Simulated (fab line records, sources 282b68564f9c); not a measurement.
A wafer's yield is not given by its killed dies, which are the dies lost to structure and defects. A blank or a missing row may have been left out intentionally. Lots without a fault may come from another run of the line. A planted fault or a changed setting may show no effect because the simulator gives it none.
Comparing a struck lot with a sound one ; flow rit cmos ; 43 steps out of a route of 202
Sound: wafers L603.2, L603.3, L603.5. Wafers L609.2, L609.4, L609.5 were the ones struck. The cause is given at the end.
Per side, at each step with rows, come the tool, then ch with its chambers, and then its first start. Under that, the readings that differ: sound wafers ; struck wafers ; difference of the means ; sigmas: that difference in standard deviations of wafers without a fault.
alike: words and numbers the same on both sides, and readings whose means are apart by under 2 such deviations; not compared: readings that were withheld, readings missing a value for some wafer, numbers with overlapping values and no deviation given by the record, and bounds like >300 which may hide the same value.
A row with sigmas, a row that says differs or no value, or rows on one side alone: a step with any of these is where the two part. Non-overlapping numbers with no deviation appear without sigmas and do not part them. Lack of a reading on every wafer of one side parts them only where that side has two or more wafers.

first, 1 step without rows for these wafers: RIT_ACTIVE_DEVELOP_10 (develop time 50 s).
RIT_ACTIVE_CD_MEAS_11 targets a cd of 1400 nm.
  struck on cd sem-02, day 3 22:11; sound on cd sem-01, day 2 16:44
  alike: cd nm
then, 1 step without rows for these wafers: RIT_ACTIVE_HARDBAKE_12 (time 60 s).
RIT_ACTIVE_ETCH_13: etches Si3N4 in SF6, stops on SiO2, time 210 s, target depth 210 nm.
  sound on rie diel-01 ch 2,3, day 2 16:59; struck on rie diel-02 ch 0,2,3, day 3 22:26
  alike: drypump motor current A, oes product au, throttle valve pct
  not compared: rf hours counter h
RIT_ACTIVE_STRIP_14: strips in O2, time 180 s.
  sound on plasma asher-04 ch 1, day 2 17:07; struck on plasma asher-02 ch 0,1, day 3 22:34
  alike: drypump motor current A
  not compared: rf hours counter h
RIT_ACTIVE_CD_MEAS_90 targets a cd of 1400 nm.
  struck on cd sem-01, day 3 22:45; sound on cd sem-01, day 2 17:19
  alike: cd nm
then, 4 steps without rows for these wafers: RIT_ACTIVE_CLEAN_15 (cleans in SC1, time 600 s); RIT_ACTIVE_CLEAN_16 (cleans in dHF, time 30 s); RIT_ACTIVE_CLEAN_17 (cleans in SC2, time 600 s); RIT_FOX1_OXIDATION_00 (target thk 350.7 nm, ox time 1130 s).
RIT_FOX1_THK_MEAS_01:
  struck on film metro-01, day 4 00:33; sound on film metro-02, day 2 19:29
reading;sound;struck;difference;sigmas
FOX1_OXIDE_THK (nm);355 359 365;347 344 344;-15;-2
then, 1 step without rows for these wafers: RIT_FOX1_WET_ETCH_02 (etches SiO2 in BOE, target depth 350 nm, time 390 s).
RIT_FOX2_OXIDATION_00: target thk 350.7 nm, ox time 1168 s.
  sound on furnace-04 ch 0, day 2 20:19; struck on furnace-04 ch 0, day 4 00:50
  alike: ox temp c, zone power centre pct
RIT_FOX2_THK_MEAS_01:
  struck on film metro-02, day 4 02:09; sound on film metro-02, day 2 21:38
  alike: FOX2_OXIDE_THK
then, 2 steps without rows for these wafers: RIT_FOX2_CLEAN_02 (cleans in dHF, time 180 s); RIT_FOX2_WET_ETCH_03 (etches Si3N4 in H3PO4, target depth 195 nm, time 2700 s).
RIT_FOX2_THK_MEAS_90:
  struck on film metro-02, day 4 03:02; sound on film metro-03, day 2 22:35
  alike: FIELD_OXIDE_LEFT_1_THK
then, 6 steps without rows for these wafers: RIT_NWELL_HMDS_00 (prime time 60 s); RIT_NWELL_COAT_01 (resist thk 1300 nm); RIT_NWELL_SOFTBAKE_02 (time 60 s); RIT_NWELL_EXPOSE_03 (exposes mask M2, target cd 43900 nm); RIT_NWELL_PEB_04; RIT_NWELL_DEVELOP_05 (develop time 68 s).
RIT_NWELL_OVL_MEAS_06:
  struck on overlay-02, day 4 04:05; sound on overlay-02, day 2 23:38
  alike: NWELL_OVL
then, 2 steps without rows for these wafers: RIT_NWELL_HARDBAKE_07 (time 120 s); RIT_NWELL_IMPLANT_08.
RIT_NWELL_STRIP_09: strips in O2, time 180 s.
  sound on plasma asher-01 ch 0,1, day 3 00:04; struck on plasma asher-03 ch 0, day 4 04:31
  alike: drypump motor current A
  not compared: rf hours counter h
RIT_NWELL_TW_MEAS_10:
  struck on film metro-03, day 4 04:43; sound on film metro-04, day 3 00:16
reading;sound;struck;difference;sigmas
NWELL_TW;2156 2140 2157;2130 2127 2112;-28;-2
then, 6 steps without rows for these wafers: RIT_PWELL_HMDS_00 (prime time 60 s); RIT_PWELL_COAT_01 (resist thk 1300 nm); RIT_PWELL_SOFTBAKE_02 (time 60 s); RIT_PWELL_EXPOSE_03 (exposes mask M3, target cd 43700 nm); RIT_PWELL_PEB_04; RIT_PWELL_DEVELOP_05 (develop time 68 s).
RIT_PWELL_OVL_MEAS_06:
  struck on overlay-02, day 4 05:46; sound on overlay-02, day 3 01:11
  alike: PWELL_OVL
then, 2 steps without rows for these wafers: RIT_PWELL_HARDBAKE_07 (time 120 s); RIT_PWELL_IMPLANT_08.
RIT_PWELL_STRIP_09: strips in O2, time 180 s.
  sound on plasma asher-01 ch 1, day 3 01:37; struck on plasma asher-04 ch 0, day 4 06:12
  alike: drypump motor current A
  not compared: rf hours counter h
RIT_PWELL_TW_MEAS_10:
  struck on film metro-03, day 4 06:23; sound on film metro-03, day 3 01:49
  alike: PWELL_TW
then, 1 step without rows for these wafers: RIT_WELLDRIVE_ANNEAL_00 (time 14700 s).
RIT_WELLDRIVE_RS_MEAS_01: measures by four-point-probe.
  struck on film metro-04, day 4 12:50; sound on film metro-04, day 3 07:11
  alike: NWELL_RS
RIT_WELLDRIVE_RS_MEAS_02: measures by four-point-probe.
  struck on film metro-04, day 4 12:57; sound on film metro-04, day 3 07:19
  alike: PWELL_RS
RIT_M1_PROBE_99:
  struck on prober-02, day 5 20:25; sound on prober-02, day 4 11:50
reading;sound;struck;difference;sigmas
killed at front end;8 8 4;106 83 93;+87;+30
killed dies;8 8 4;106 83 93;+87;+30
killed on rim;4 1 2;32 18 24;+22;+16
  alike: killed at contacts, killed open, killed short

WHERE THEY PART
At RIT_FOX1_THK_MEAS_01 first; at RIT_M1_PROBE_99 last (within this record only).

WHY: whatever the simulator had introduced
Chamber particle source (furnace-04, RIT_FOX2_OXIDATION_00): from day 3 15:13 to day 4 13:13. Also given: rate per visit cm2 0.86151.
